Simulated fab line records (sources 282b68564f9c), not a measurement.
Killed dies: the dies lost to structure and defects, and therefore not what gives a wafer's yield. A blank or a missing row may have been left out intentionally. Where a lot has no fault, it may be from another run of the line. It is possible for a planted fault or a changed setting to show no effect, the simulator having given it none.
Split-lot experiment :: flow rit_cmos :: route with 202 steps; 5 lots, 23 wafers read

== ON THE SPLIT ==
At RIT_REOX_OXIDATION_03 (target thk 25.2 nm, ox time 5580 s), the setting ox_time_s was moved away from the recipe's 5580 s on 15 of the 23 wafers read, by -5.2% to +5.2%. All remaining wafers had this setting at the recipe value.

Reading taken at the split's own step.

== THE READING ==
SiO2_of_REOX_OXIDATION_03.thk_nm (the simulator's own value, which no gauge read), in nm, at RIT_REOX_OXIDATION_03 (target thk 25.2 nm, ox time 5580 s). The file does not state a usual value for it. The 8 wafers here that ran the recipe average 25.39 nm, standard deviation 0.15 nm.

wafer: L074.1
tool, chamber at the split: -, -
ox_time_s as run, s: 5360
against the recipe: -3.9%
SiO2_of_REOX_OXIDATION_03.thk_nm, nm: 24.21
against lot-mates on the recipe: no lot-mate on the recipe

wafer: L074.2
tool, chamber at the split: -, -
ox_time_s as run, s: 5360
against the recipe: -3.9%
SiO2_of_REOX_OXIDATION_03.thk_nm, nm: 23.71
against lot-mates on the recipe: no lot-mate on the recipe

wafer: L074.3
tool, chamber at the split: -, -
ox_time_s as run, s: 5360
against the recipe: -3.9%
SiO2_of_REOX_OXIDATION_03.thk_nm, nm: 24.2
against lot-mates on the recipe: no lot-mate on the recipe

wafer: L074.4
tool, chamber at the split: -, -
ox_time_s as run, s: 5360
against the recipe: -3.9%
SiO2_of_REOX_OXIDATION_03.thk_nm, nm: 23.94
against lot-mates on the recipe: no lot-mate on the recipe

wafer: L074.5
tool, chamber at the split: -, -
ox_time_s as run, s: 5360
against the recipe: -3.9%
SiO2_of_REOX_OXIDATION_03.thk_nm, nm: 24.23
against lot-mates on the recipe: no lot-mate on the recipe

wafer: L077.2
tool, chamber at the split: -, -
ox_time_s as run, s: 5580
against the recipe: recipe
SiO2_of_REOX_OXIDATION_03.thk_nm, nm: 25.44
against lot-mates on the recipe: -

wafer: L077.3
tool, chamber at the split: -, -
ox_time_s as run, s: 5580
against the recipe: recipe
SiO2_of_REOX_OXIDATION_03.thk_nm, nm: 25.42
against lot-mates on the recipe: -

wafer: L077.4
tool, chamber at the split: -, -
ox_time_s as run, s: 5580
against the recipe: recipe
SiO2_of_REOX_OXIDATION_03.thk_nm, nm: 25.3
against lot-mates on the recipe: -

wafer: L077.5
tool, chamber at the split: -, -
ox_time_s as run, s: 5580
against the recipe: recipe
SiO2_of_REOX_OXIDATION_03.thk_nm, nm: 25.2
against lot-mates on the recipe: -

wafer: L077.6
tool, chamber at the split: -, -
ox_time_s as run, s: 5580
against the recipe: recipe
SiO2_of_REOX_OXIDATION_03.thk_nm, nm: 25.18
against lot-mates on the recipe: -

wafer: L078.1
tool, chamber at the split: -, -
ox_time_s as run, s: 5872
against the recipe: +5.2%
SiO2_of_REOX_OXIDATION_03.thk_nm, nm: 27.27
against lot-mates on the recipe: no lot-mate on the recipe

wafer: L078.3
tool, chamber at the split: -, -
ox_time_s as run, s: 5872
against the recipe: +5.2%
SiO2_of_REOX_OXIDATION_03.thk_nm, nm: 26.78
against lot-mates on the recipe: no lot-mate on the recipe

wafer: L078.4
tool, chamber at the split: -, -
ox_time_s as run, s: 5872
against the recipe: +5.2%
SiO2_of_REOX_OXIDATION_03.thk_nm, nm: 27.34
against lot-mates on the recipe: no lot-mate on the recipe

wafer: L078.5
tool, chamber at the split: -, -
ox_time_s as run, s: 5872
against the recipe: +5.2%
SiO2_of_REOX_OXIDATION_03.thk_nm, nm: 27.2
against lot-mates on the recipe: no lot-mate on the recipe

wafer: L078.6
tool, chamber at the split: -, -
ox_time_s as run, s: 5872
against the recipe: +5.2%
SiO2_of_REOX_OXIDATION_03.thk_nm, nm: 27.18
against lot-mates on the recipe: no lot-mate on the recipe

wafer: L082.1
tool, chamber at the split: -, -
ox_time_s as run, s: 5289
against the recipe: -5.2%
SiO2_of_REOX_OXIDATION_03.thk_nm, nm: 23.24
against lot-mates on the recipe: no lot-mate on the recipe

wafer: L082.3
tool, chamber at the split: -, -
ox_time_s as run, s: 5289
against the recipe: -5.2%
SiO2_of_REOX_OXIDATION_03.thk_nm, nm: 24.41
against lot-mates on the recipe: no lot-mate on the recipe

wafer: L082.4
tool, chamber at the split: -, -
ox_time_s as run, s: 5289
against the recipe: -5.2%
SiO2_of_REOX_OXIDATION_03.thk_nm, nm: 24.01
against lot-mates on the recipe: no lot-mate on the recipe

wafer: L082.5
tool, chamber at the split: -, -
ox_time_s as run, s: 5289
against the recipe: -5.2%
SiO2_of_REOX_OXIDATION_03.thk_nm, nm: 23.84
against lot-mates on the recipe: no lot-mate on the recipe

wafer: L082.6
tool, chamber at the split: -, -
ox_time_s as run, s: 5289
against the recipe: -5.2%
SiO2_of_REOX_OXIDATION_03.thk_nm, nm: 24.31
against lot-mates on the recipe: no lot-mate on the recipe

wafer: L085.2
tool, chamber at the split: furnace-01, 0
ox_time_s as run, s: 5580
against the recipe: recipe
SiO2_of_REOX_OXIDATION_03.thk_nm, nm: 25.38
against lot-mates on the recipe: -

wafer: L085.5
tool, chamber at the split: furnace-01, 0
ox_time_s as run, s: 5580
against the recipe: recipe
SiO2_of_REOX_OXIDATION_03.thk_nm, nm: 25.65
against lot-mates on the recipe: -

wafer: L085.6
tool, chamber at the split: furnace-01, 0
ox_time_s as run, s: 5580
against the recipe: recipe
SiO2_of_REOX_OXIDATION_03.thk_nm, nm: 25.54
against lot-mates on the recipe: -

FIT RESULTS
A straight line over all 23 wafers: SiO2_of_REOX_OXIDATION_03.thk_nm changes by +0.316 nm for each +1% of ox_time_s; r = +0.98; the points scatter about the line by 0.29 nm.
Too few moved wafers have a lot-mate on the recipe to fit a line with each lot's own level taken away.

== FILE'S OWN FIT ==
SiO2_of_REOX_OXIDATION_03.thk_nm changes by +0.316 nm for each +1% of ox_time_s, r = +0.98.
